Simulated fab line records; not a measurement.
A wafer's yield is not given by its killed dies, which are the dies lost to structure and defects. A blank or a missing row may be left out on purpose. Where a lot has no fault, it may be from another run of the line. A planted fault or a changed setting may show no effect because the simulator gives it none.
fab line records :: flow rit-cmos
record
  lots=6
  wafers=18
  last-day=7
route steps=202 shown NRETRO@60 PRETRO@64 GATE@75 M1@202
lots with no fault: from the same line, run without faults
start-h: the number of hours between the record's first day and the start of the first shown wafer of the lot :: wait-h: hours elapsed since this lot's preceding step :: " unchanged from the row above :: L1.1+2: several wafers, shown together as one row :: - no value present, or no start provided :: * or withheld: withheld :: < > ~ a bound
route shown NAME@n: a module of which the file shows steps, and the number in the route of the first :: usual: mean/standard deviation of fault-free wafers :: same: alike in all rows :: chamber/n: place in a boat :: sites: each site's reading :: _std_site: the values' standard deviation :: _edge_site: outer sites' mean less inner sites' :: radius-mm: how far each site lies from the wafer's centre :: mask NAME#n: copy n :: behind: the tool/chamber that last shaped the wafer :: hold: what put the lot on hold/how long, in hours/how the hold closed :: device: the n, p or np transistor that did not switch :: end of line: the route-end tests of the same wafers :: for a step that has no rows: nothing shown but its recipe :: killed: count of dies lost to structure and defects at first sort (not the wafer's yield) :: map: a wafer's dies, marking killed ones x, the rest . and places with no die _
set.NAME: the setting the step ran with; set.NAME@STEP: the setting that earlier step ran with :: model.NAME: the simulator's own value behind a step, which no gauge read
a table for each step, a row for each wafer; lots at some steps of the route
services: from which hour (start-h, from the record's first day; less than 0 if before it) a tool's chamber was out of use, for how many hours, and why
## steps
# step RIT_NRETRO_HARDBAKE_07
# recipe
  resist=NOVOLAK
  temp-c=140
  time-s=120
# step RIT_NRETRO_IMPLANT_08
# recipe
  species=P
  energy-kev=70
  dose-cm2=1.007e+13
  tilt-deg=7
# step RIT_NRETRO_STRIP_09
# recipe
  chemistry=O2
  time-s=180
  resist=NOVOLAK
  platen-temp-c=withheld
  power-w=500
  pressure-mtorr=4000
  o2-flow-sccm=4000
# usual
  drypump-motor-current-A=5.5/0.4
lot.wafer: L972.3
tool: plasma-asher-04
chamber: 1
start-h: 50.91
wait-h: 0.1
drypump-motor-current-A: 5.5
rf-hours-counter-h: -

lot.wafer: L972.4
tool: plasma-asher-04
chamber: 0
start-h: 50.91
wait-h: 0.1
drypump-motor-current-A: 5.8
rf-hours-counter-h: -

lot.wafer: L972.5
tool: plasma-asher-04
chamber: 1
start-h: 50.91
wait-h: 0.1
drypump-motor-current-A: 5.5
rf-hours-counter-h: -

lot.wafer: L975.1
tool: plasma-asher-04
chamber: 1
start-h: 65.15
wait-h: 0.1
drypump-motor-current-A: 5.5
rf-hours-counter-h: 43

lot.wafer: L975.3
tool: plasma-asher-04
chamber: 0
start-h: 65.15
wait-h: 0.1
drypump-motor-current-A: 5.8
rf-hours-counter-h: -

lot.wafer: L975.4
tool: plasma-asher-04
chamber: 1
start-h: 65.15
wait-h: 0.1
drypump-motor-current-A: 5.5
rf-hours-counter-h: -

lot.wafer: L978.1
tool: plasma-asher-04
chamber: 0
start-h: 79.72
wait-h: 0.1
drypump-motor-current-A: 5.8
rf-hours-counter-h: 45

lot.wafer: L978.3
tool: plasma-asher-04
chamber: 1
start-h: 79.72
wait-h: 0.1
drypump-motor-current-A: 5.5
rf-hours-counter-h: -

lot.wafer: L978.5
tool: plasma-asher-04
chamber: 1
start-h: 79.72
wait-h: 0.1
drypump-motor-current-A: 5.5
rf-hours-counter-h: -

lot.wafer: L984.1
tool: plasma-asher-01
chamber: 0
start-h: 109.38
wait-h: 0.1
drypump-motor-current-A: 4.8
rf-hours-counter-h: 30

lot.wafer: L984.4
tool: plasma-asher-01
chamber: 0
start-h: 109.38
wait-h: 0.1
drypump-motor-current-A: 4.8
rf-hours-counter-h: -

lot.wafer: L984.6
tool: plasma-asher-01
chamber: 0
start-h: 109.38
wait-h: 0.1
drypump-motor-current-A: 4.8
rf-hours-counter-h: -

lot.wafer: L988.1
tool: plasma-asher-04
chamber: 1
start-h: 129.83
wait-h: 0.1
drypump-motor-current-A: 5.5
rf-hours-counter-h: 1

lot.wafer: L988.4
tool: plasma-asher-04
chamber: 0
start-h: 129.83
wait-h: 0.1
drypump-motor-current-A: 5.8
rf-hours-counter-h: -

lot.wafer: L988.6
tool: plasma-asher-04
chamber: 0
start-h: 129.83
wait-h: 0.1
drypump-motor-current-A: 5.8
rf-hours-counter-h: -

lot.wafer: L989.2
tool: plasma-asher-01
chamber: 1
start-h: 135.17
wait-h: 0.1
drypump-motor-current-A: 5.9
rf-hours-counter-h: 33

lot.wafer: L989.3
tool: plasma-asher-01
chamber: 0
start-h: 135.17
wait-h: 0.1
drypump-motor-current-A: 4.8
rf-hours-counter-h: -

lot.wafer: L989.6
tool: plasma-asher-01
chamber: 0
start-h: 135.17
wait-h: 0.1
drypump-motor-current-A: 4.8
rf-hours-counter-h: -
# step RIT_NRETRO_TW_MEAS_10
# usual
  NRETRO_TW=1046/10
lot.wafer: L972.3
tool: film-metro-02
chamber: -
start-h: 51.04
wait-h: 0.1
NRETRO_TW: 1039

lot.wafer: L972.4
tool: film-metro-02
chamber: -
start-h: 51.04
wait-h: 0.1
NRETRO_TW: 1041

lot.wafer: L972.5
tool: film-metro-02
chamber: -
start-h: 51.04
wait-h: 0.1
NRETRO_TW: 1038

lot.wafer: L975.1
tool: film-metro-01
chamber: -
start-h: 65.33
wait-h: 0.1
NRETRO_TW: 1054

lot.wafer: L975.3
tool: film-metro-01
chamber: -
start-h: 65.33
wait-h: 0.1
NRETRO_TW: 1066

lot.wafer: L975.4
tool: film-metro-01
chamber: -
start-h: 65.33
wait-h: 0.1
NRETRO_TW: 1055

lot.wafer: L978.1
tool: film-metro-01
chamber: -
start-h: 79.90
wait-h: 0.1
NRETRO_TW: 1063

lot.wafer: L978.3
tool: film-metro-01
chamber: -
start-h: 79.90
wait-h: 0.1
NRETRO_TW: 1061

lot.wafer: L978.5
tool: film-metro-01
chamber: -
start-h: 79.90
wait-h: 0.1
NRETRO_TW: 1060

lot.wafer: L984.1
tool: film-metro-02
chamber: -
start-h: 109.55
wait-h: 0.1
NRETRO_TW: 1038

lot.wafer: L984.4
tool: film-metro-02
chamber: -
start-h: 109.55
wait-h: 0.1
NRETRO_TW: 1042

lot.wafer: L984.6
tool: film-metro-02
chamber: -
start-h: 109.55
wait-h: 0.1
NRETRO_TW: 1042

lot.wafer: L988.1
tool: film-metro-02
chamber: -
start-h: 130.01
wait-h: 0.1
NRETRO_TW: 1043

lot.wafer: L988.4
tool: film-metro-02
chamber: -
start-h: 130.01
wait-h: 0.1
NRETRO_TW: 1044

lot.wafer: L988.6
tool: film-metro-02
chamber: -
start-h: 130.01
wait-h: 0.1
NRETRO_TW: 1041

lot.wafer: L989.2
tool: film-metro-02
chamber: -
start-h: 135.35
wait-h: 0.1
NRETRO_TW: 1043

lot.wafer: L989.3
tool: film-metro-02
chamber: -
start-h: 135.35
wait-h: 0.1
NRETRO_TW: 1043

lot.wafer: L989.6
tool: film-metro-02
chamber: -
start-h: 135.35
wait-h: 0.1
NRETRO_TW: 1035
# step RIT_PRETRO_HMDS_00
# recipe
  prime-time-s=60
  prime-temp-c=140
# step RIT_PRETRO_COAT_01
# recipe
  resist=NOVOLAK
  spin-rpm=2000
  resist-thk-nm=1300
# step RIT_PRETRO_SOFTBAKE_02
# recipe
  resist=NOVOLAK
  temp-c=90
  time-s=60
# step RIT_PRETRO_EXPOSE_03
# recipe
  mask-id=M5
  na=0.57
  target-cd-nm=43700
  dose-mj=250
# step RIT_PRETRO_PEB_04
# recipe
  resist=NOVOLAK
  temp-c=withheld
  time-s=withheld
# step RIT_PRETRO_DEVELOP_05
# recipe
  resist=NOVOLAK
  develop-time-s=68
  dev-temp-c=23
# step RIT_PRETRO_OVL_MEAS_06
# usual
  PRETRO_OVL=0.2/1.3
lot.wafer: L972.3
tool: overlay-01
chamber: -
start-h: 52.10
wait-h: -
PRETRO_OVL[nm]: 1.6

lot.wafer: L972.4
tool: overlay-01
chamber: -
start-h: 52.10
wait-h: -
PRETRO_OVL[nm]: 1.2

lot.wafer: L972.5
tool: overlay-01
chamber: -
start-h: 52.10
wait-h: -
PRETRO_OVL[nm]: 0.4

lot.wafer: L975.1
tool: overlay-01
chamber: -
start-h: 66.39
wait-h: -
PRETRO_OVL[nm]: -0.4

lot.wafer: L975.3
tool: overlay-01
chamber: -
start-h: 66.39
wait-h: -
PRETRO_OVL[nm]: -0.5

lot.wafer: L975.4
tool: overlay-01
chamber: -
start-h: 66.39
wait-h: -
PRETRO_OVL[nm]: -0.3

lot.wafer: L978.1
tool: overlay-02
chamber: -
start-h: 80.86
wait-h: -
PRETRO_OVL[nm]: -2.4

lot.wafer: L978.3
tool: overlay-02
chamber: -
start-h: 80.86
wait-h: -
PRETRO_OVL[nm]: -0.3

lot.wafer: L978.5
tool: overlay-02
chamber: -
start-h: 80.86
wait-h: -
PRETRO_OVL[nm]: -1.6

lot.wafer: L984.1
tool: overlay-01
chamber: -
start-h: 110.62
wait-h: -
PRETRO_OVL[nm]: -0.6

lot.wafer: L984.4
tool: overlay-01
chamber: -
start-h: 110.62
wait-h: -
PRETRO_OVL[nm]: 0.9

lot.wafer: L984.6
tool: overlay-01
chamber: -
start-h: 110.62
wait-h: -
PRETRO_OVL[nm]: 1.9

lot.wafer: L988.1
tool: overlay-01
chamber: -
start-h: 130.95
wait-h: -
PRETRO_OVL[nm]: 3.0

lot.wafer: L988.4
tool: overlay-01
chamber: -
start-h: 130.95
wait-h: -
PRETRO_OVL[nm]: -1.1

lot.wafer: L988.6
tool: overlay-01
chamber: -
start-h: 130.95
wait-h: -
PRETRO_OVL[nm]: 2.2

lot.wafer: L989.2
tool: overlay-01
chamber: -
start-h: 136.48
wait-h: -
PRETRO_OVL[nm]: 1.7

lot.wafer: L989.3
tool: overlay-01
chamber: -
start-h: 136.48
wait-h: -
PRETRO_OVL[nm]: 1.2

lot.wafer: L989.6
tool: overlay-01
chamber: -
start-h: 136.48
wait-h: -
PRETRO_OVL[nm]: 1.3
# step RIT_PRETRO_HARDBAKE_07
# recipe
  resist=NOVOLAK
  temp-c=141.3
  time-s=120
# step RIT_PRETRO_IMPLANT_08
# recipe
  species=B
  energy-kev=45
  dose-cm2=1.2e+13
  tilt-deg=7
# usual
  dose-ions-cm2=1.2003e+13/1.4e+10
lot.wafer: L972.3
tool: implanter-03
chamber: 0
start-h: 52.42
wait-h: 0.2
dose-ions-cm2: 1.2003e+13

lot.wafer: L972.4
tool: implanter-03
chamber: 0
start-h: 52.42
wait-h: 0.2
dose-ions-cm2: 1.2017e+13

lot.wafer: L972.5
tool: implanter-03
chamber: 0
start-h: 52.42
wait-h: 0.2
dose-ions-cm2: 1.1989e+13

lot.wafer: L975.1
tool: implanter-02
chamber: 0
start-h: 66.68
wait-h: 0.2
dose-ions-cm2: 1.2019e+13

lot.wafer: L975.3
tool: implanter-02
chamber: 0
start-h: 66.68
wait-h: 0.2
dose-ions-cm2: 1.2005e+13

lot.wafer: L975.4
tool: implanter-02
chamber: 0
start-h: 66.68
wait-h: 0.2
dose-ions-cm2: 1.1989e+13

lot.wafer: L978.1
tool: implanter-02
chamber: 0
start-h: 81.14
wait-h: 0.2
dose-ions-cm2: 1.1339e+13

lot.wafer: L978.3
tool: implanter-02
chamber: 0
start-h: 81.14
wait-h: 0.2
dose-ions-cm2: 1.1334e+13

lot.wafer: L978.5
tool: implanter-02
chamber: 0
start-h: 81.14
wait-h: 0.2
dose-ions-cm2: 1.1318e+13

lot.wafer: L984.1
tool: implanter-02
chamber: 0
start-h: 110.90
wait-h: 0.2
dose-ions-cm2: 1.1298e+13

lot.wafer: L984.4
tool: implanter-02
chamber: 0
start-h: 110.90
wait-h: 0.2
dose-ions-cm2: 1.1314e+13

lot.wafer: L984.6
tool: implanter-02
chamber: 0
start-h: 110.90
wait-h: 0.2
dose-ions-cm2: 1.1322e+13

lot.wafer: L988.1
tool: implanter-03
chamber: 0
start-h: 131.23
wait-h: 0.2
dose-ions-cm2: 1.2001e+13

lot.wafer: L988.4
tool: implanter-03
chamber: 0
start-h: 131.23
wait-h: 0.2
dose-ions-cm2: 1.1998e+13

lot.wafer: L988.6
tool: implanter-03
chamber: 0
start-h: 131.23
wait-h: 0.2
dose-ions-cm2: 1.2017e+13

lot.wafer: L989.2
tool: implanter-01
chamber: 0
start-h: 136.78
wait-h: 0.2
dose-ions-cm2: 1.2023e+13

lot.wafer: L989.3
tool: implanter-01
chamber: 0
start-h: 136.78
wait-h: 0.2
dose-ions-cm2: 1.2013e+13

lot.wafer: L989.6
tool: implanter-01
chamber: 0
start-h: 136.78
wait-h: 0.2
dose-ions-cm2: 1.1998e+13
# step RIT_PRETRO_STRIP_09
# recipe
  chemistry=O2
  time-s=180
  resist=NOVOLAK
  platen-temp-c=withheld
  power-w=500
  pressure-mtorr=4000
  o2-flow-sccm=4000
# usual
  drypump-motor-current-A=5.5/0.31
lot.wafer: L972.3
tool: plasma-asher-04
chamber: 1
start-h: 52.58
wait-h: 0.1
drypump-motor-current-A: 5.5
rf-hours-counter-h: -

lot.wafer: L972.4
tool: plasma-asher-04
chamber: 0
start-h: 52.58
wait-h: 0.1
drypump-motor-current-A: 5.8
rf-hours-counter-h: -

lot.wafer: L972.5
tool: plasma-asher-04
chamber: 0
start-h: 52.58
wait-h: 0.1
drypump-motor-current-A: 5.8
rf-hours-counter-h: -

lot.wafer: L975.1
tool: plasma-asher-04
chamber: 1
start-h: 66.83
wait-h: 0.1
drypump-motor-current-A: 5.6
rf-hours-counter-h: 43

lot.wafer: L975.3
tool: plasma-asher-04
chamber: 0
start-h: 66.83
wait-h: 0.1
drypump-motor-current-A: 5.8
rf-hours-counter-h: -

lot.wafer: L975.4
tool: plasma-asher-04
chamber: 1
start-h: 66.83
wait-h: 0.1
drypump-motor-current-A: 5.5
rf-hours-counter-h: -

lot.wafer: L978.1
tool: plasma-asher-04
chamber: 0
start-h: 81.29
wait-h: 0.1
drypump-motor-current-A: 5.8
rf-hours-counter-h: 45

lot.wafer: L978.3
tool: plasma-asher-04
chamber: 0
start-h: 81.29
wait-h: 0.1
drypump-motor-current-A: 5.8
rf-hours-counter-h: -

lot.wafer: L978.5
tool: plasma-asher-04
chamber: 1
start-h: 81.29
wait-h: 0.1
drypump-motor-current-A: 5.5
rf-hours-counter-h: -

lot.wafer: L984.1
tool: plasma-asher-02
chamber: 1
start-h: 111.05
wait-h: 0.1
drypump-motor-current-A: 5.7
rf-hours-counter-h: 48

lot.wafer: L984.4
tool: plasma-asher-02
chamber: 0
start-h: 111.05
wait-h: 0.1
drypump-motor-current-A: 5.3
rf-hours-counter-h: -

lot.wafer: L984.6
tool: plasma-asher-02
chamber: 1
start-h: 111.05
wait-h: 0.1
drypump-motor-current-A: 5.7
rf-hours-counter-h: -

lot.wafer: L988.1
tool: plasma-asher-02
chamber: 1
start-h: 131.38
wait-h: 0.1
drypump-motor-current-A: 5.8
rf-hours-counter-h: 50

lot.wafer: L988.4
tool: plasma-asher-02
chamber: 0
start-h: 131.38
wait-h: 0.1
drypump-motor-current-A: 5.3
rf-hours-counter-h: -

lot.wafer: L988.6
tool: plasma-asher-02
chamber: 1
start-h: 131.38
wait-h: 0.1
drypump-motor-current-A: 5.8
rf-hours-counter-h: -

lot.wafer: L989.2
tool: plasma-asher-04
chamber: 1
start-h: 136.91
wait-h: 0.1
drypump-motor-current-A: 5.5
rf-hours-counter-h: 2

lot.wafer: L989.3
tool: plasma-asher-04
chamber: 1
start-h: 136.91
wait-h: 0.1
drypump-motor-current-A: 5.5
rf-hours-counter-h: -

lot.wafer: L989.6
tool: plasma-asher-04
chamber: 0
start-h: 136.91
wait-h: 0.1
drypump-motor-current-A: 5.8
rf-hours-counter-h: -
# step RIT_PRETRO_TW_MEAS_10
# usual
  PRETRO_TW=473/3.3
lot.wafer: L972.3
tool: film-metro-04
chamber: -
start-h: 52.72
wait-h: 0.1
PRETRO_TW: 476

lot.wafer: L972.4
tool: film-metro-04
chamber: -
start-h: 52.72
wait-h: 0.1
PRETRO_TW: 473

lot.wafer: L972.5
tool: film-metro-04
chamber: -
start-h: 52.72
wait-h: 0.1
PRETRO_TW: 475

lot.wafer: L975.1
tool: film-metro-04
chamber: -
start-h: 67.00
wait-h: 0.1
PRETRO_TW: 472

lot.wafer: L975.3
tool: film-metro-04
chamber: -
start-h: 67.00
wait-h: 0.1
PRETRO_TW: 473

lot.wafer: L975.4
tool: film-metro-04
chamber: -
start-h: 67.00
wait-h: 0.1
PRETRO_TW: 473

lot.wafer: L978.1
tool: film-metro-04
chamber: -
start-h: 81.47
wait-h: 0.1
PRETRO_TW: 464

lot.wafer: L978.3
tool: film-metro-04
chamber: -
start-h: 81.47
wait-h: 0.1
PRETRO_TW: 465

lot.wafer: L978.5
tool: film-metro-04
chamber: -
start-h: 81.47
wait-h: 0.1
PRETRO_TW: 465

lot.wafer: L984.1
tool: film-metro-04
chamber: -
start-h: 111.23
wait-h: 0.1
PRETRO_TW: 464

lot.wafer: L984.4
tool: film-metro-04
chamber: -
start-h: 111.23
wait-h: 0.1
PRETRO_TW: 465

lot.wafer: L984.6
tool: film-metro-04
chamber: -
start-h: 111.23
wait-h: 0.1
PRETRO_TW: 463

lot.wafer: L988.1
tool: film-metro-04
chamber: -
start-h: 131.56
wait-h: 0.1
PRETRO_TW: 470

lot.wafer: L988.4
tool: film-metro-04
chamber: -
start-h: 131.56
wait-h: 0.1
PRETRO_TW: 467

lot.wafer: L988.6
tool: film-metro-04
chamber: -
start-h: 131.56
wait-h: 0.1
PRETRO_TW: 471

lot.wafer: L989.2
tool: film-metro-01
chamber: -
start-h: 137.12
wait-h: 0.2
PRETRO_TW: 476

lot.wafer: L989.3
tool: film-metro-01
chamber: -
start-h: 137.12
wait-h: 0.2
PRETRO_TW: 476

lot.wafer: L989.6
tool: film-metro-01
chamber: -
start-h: 137.12
wait-h: 0.2
PRETRO_TW: 476
# step RIT_GATE_WET_ETCH_00
# recipe
  chemistry=BOE
  target=SiO2
  target-depth-nm=56
  time-s=60
  dry=n2-spin
  dilution=10:1
  temp-c=21.5
# step RIT_M1_PROBE_99
# usual
  killed-at-contacts=0.1/0.31
  killed-at-front-end=7/3.2
  killed-dies=7/3.2
  killed-open=3.6/2.1
  killed-short=3.5/2.1
# same
  gross-dies=264
  killed_at_M0_to_M3=0
  killed_at_M4_up=0
  killed-at-back-side=0
  killed-at-other=0
lot.wafer: L972.3
tool: prober-02
chamber: -
start-h: 78.05
wait-h: 0.2
killed-at-contacts: 0
killed-at-front-end: 6
killed-dies: 6
killed-open: 4
killed-short: 2

lot.wafer: L972.4
tool: prober-02
chamber: -
start-h: 78.10
wait-h: 0.2
killed-at-contacts: 0
killed-at-front-end: 5
killed-dies: 5
killed-open: 2
killed-short: 3

lot.wafer: L972.5
tool: prober-02
chamber: -
start-h: 78.15
wait-h: 0.2
killed-at-contacts: 0
killed-at-front-end: 3
killed-dies: 3
killed-open: 2
killed-short: 1

lot.wafer: L975.1
tool: prober-01
chamber: -
start-h: 92.88
wait-h: 0.1
killed-at-contacts: 0
killed-at-front-end: 10
killed-dies: 10
killed-open: 3
killed-short: 7

lot.wafer: L975.3
tool: prober-01
chamber: -
start-h: 92.98
wait-h: 0.2
killed-at-contacts: 0
killed-at-front-end: 14
killed-dies: 14
killed-open: 2
killed-short: 12

lot.wafer: L975.4
tool: prober-01
chamber: -
start-h: 93.03
wait-h: 0.2
killed-at-contacts: 1
killed-at-front-end: 10
killed-dies: 11
killed-open: 3
killed-short: 8

lot.wafer: L984.1
tool: prober-02
chamber: -
start-h: 137.91
wait-h: 0.1
killed-at-contacts: 0
killed-at-front-end: 8
killed-dies: 8
killed-open: 2
killed-short: 6

lot.wafer: L984.4
tool: prober-02
chamber: -
start-h: 138.06
wait-h: 0.2
killed-at-contacts: 0
killed-at-front-end: 10
killed-dies: 10
killed-open: 4
killed-short: 6

lot.wafer: L984.6
tool: prober-02
chamber: -
start-h: 138.16
wait-h: 0.2
killed-at-contacts: 0
killed-at-front-end: 10
killed-dies: 10
killed-open: 7
killed-short: 3

lot.wafer: L988.1
tool: prober-02
chamber: -
start-h: 156.39
wait-h: 0.1
killed-at-contacts: 0
killed-at-front-end: 5
killed-dies: 5
killed-open: 1
killed-short: 4

lot.wafer: L988.4
tool: prober-02
chamber: -
start-h: 156.54
wait-h: 0.2
killed-at-contacts: 0
killed-at-front-end: 2
killed-dies: 2
killed-open: 1
killed-short: 1

lot.wafer: L988.6
tool: prober-02
chamber: -
start-h: 156.64
wait-h: 0.2
killed-at-contacts: 0
killed-at-front-end: 7
killed-dies: 7
killed-open: 2
killed-short: 4
# killed by level:class
L972.3 GATE:geometric-particle:open=4 FOX1:geometric-particle:short=1 GATE:geometric-particle:short=1
L972.4 GATE:geometric-particle:short=1 REOX:geometric-particle:open=1 SPACER:geometric-particle:short=1 SILICIDE:geometric-particle:short=1 SILICIDE:geometric-particle:open=1
L972.5 SPACER:geometric-particle:open=1 SILICIDE:geometric-particle:short=1 SILICIDE:geometric-particle:open=1
L975.1 FOX2:geometric-particle:short=2 GATE:geometric-particle:open=2 SPACER:geometric-particle:short=2 GATE:geometric-particle:short=1 REOX:geometric-particle:short=1 REOX:geometric-particle:open=1 SILICIDE:geometric-particle:short=1
L975.3 GATE:geometric-particle:short=3 SILICIDE:geometric-particle:short=3 FOX1:geometric-particle:short=2 REOX:geometric-particle:short=2 SPACER:geometric-particle:short=2 GATE:geometric-particle:open=1 SPACER:geometric-particle:open=1
L975.4 GATE:geometric-particle:open=3 REOX:geometric-particle:short=2 SPACER:geometric-particle:short=2 FOX1:geometric-particle:short=1 GATE:geometric-particle:short=1 SILICIDE:geometric-particle:short=1 CONTACT:geometric-particle:short=1
L984.1 GATE:geometric-particle:short=4 FOX1:geometric-particle:short=1 GATE:geometric-particle:open=1 REOX:geometric-particle:open=1 SILICIDE:geometric-particle:short=1
L984.4 SPACER:geometric-particle:short=3 FOX1:geometric-particle:short=2 GATE:geometric-particle:open=2 SPACER:geometric-particle:open=2 GATE:geometric-particle:short=1
L984.6 GATE:geometric-particle:open=4 SPACER:geometric-particle:short=2 SPACER:geometric-particle:open=2 GATE:geometric-particle:short=1 SILICIDE:geometric-particle:open=1
L988.1 GATE:geometric-particle:short=2 REOX:geometric-particle:short=2 GATE:geometric-particle:open=1
L988.4 FOX1:geometric-particle:short=1 SILICIDE:geometric-particle:open=1
L988.6 GATE:geometric-particle:short=2 GATE:geometric-particle:open=1 REOX:geometric-particle:short=1 SPACER:geometric-particle:open=1 SILICIDE:geometric-particle:short=1 GATE:coat-microbubble-printed=1
## services
tool: plasma-asher-04
chamber: -
start-h: 54.47
hours: 2.2
kind: repair

tool: plasma-asher-01
chamber: -
start-h: 70.32
hours: 15.6
kind: pm

tool: plasma-asher-04
chamber: -
start-h: 108.75
hours: 9.0
kind: pm

tool: plasma-asher-04
chamber: 0
start-h: 108.75
hours: 9.0
kind: vent-cycle

tool: plasma-asher-04
chamber: 1
start-h: 108.75
hours: 9.0
kind: vent-cycle

tool: implanter-03
chamber: -
start-h: 115.19
hours: 9.1
kind: pm

tool: plasma-asher-04
chamber: 0
start-h: 117.75
hours: -
kind: clean

tool: plasma-asher-04
chamber: 1
start-h: 117.75
hours: -
kind: clean

tool: plasma-asher-02
chamber: -
start-h: 122.05
hours: 2.1
kind: repair

tool: implanter-03
chamber: -
start-h: 131.97
hours: 2.2
kind: repair

tool: implanter-03
chamber: -
start-h: 134.20
hours: 3.1
kind: pm
## key
first-sign
  step=RIT_PRETRO_IMPLANT_08
  reading=dose-ions-cm2
  direction=down
  sigmas=49
  usual=1.2003e+13
  struck=1.1321e+13
effect
  step=RIT_PRETRO_TW_MEAS_10
  reading=PRETRO_TW
  direction=down
  sigmas=2.5
  usual=473
  struck=464
met-at RIT_PRETRO_IMPLANT_08
struck-wafers L978.1,L978.3,L978.5,L984.1,L984.4,L984.6
tester-left-out L978,L984
onset-between 66.68 81.14
fault
  kind=process-parameter-drift
  tool=implanter-02
  chamber=-
  onset-h=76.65
  steps=RIT_PRETRO_IMPLANT_08
  channel=dose-cm2
  offset=-6.7791e+11
  shape=step
  end-h=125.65
  acts-in=these-recipes-only
  stated=1.2e+13
# tester-left-out: of these lots the tester's yield and bins aren't shown, on N5 and GAA mostly nor the transistor test; their killed dies are dies lost to structure and defects alone, not to doping, threshold or leakage, so they don't give the yield
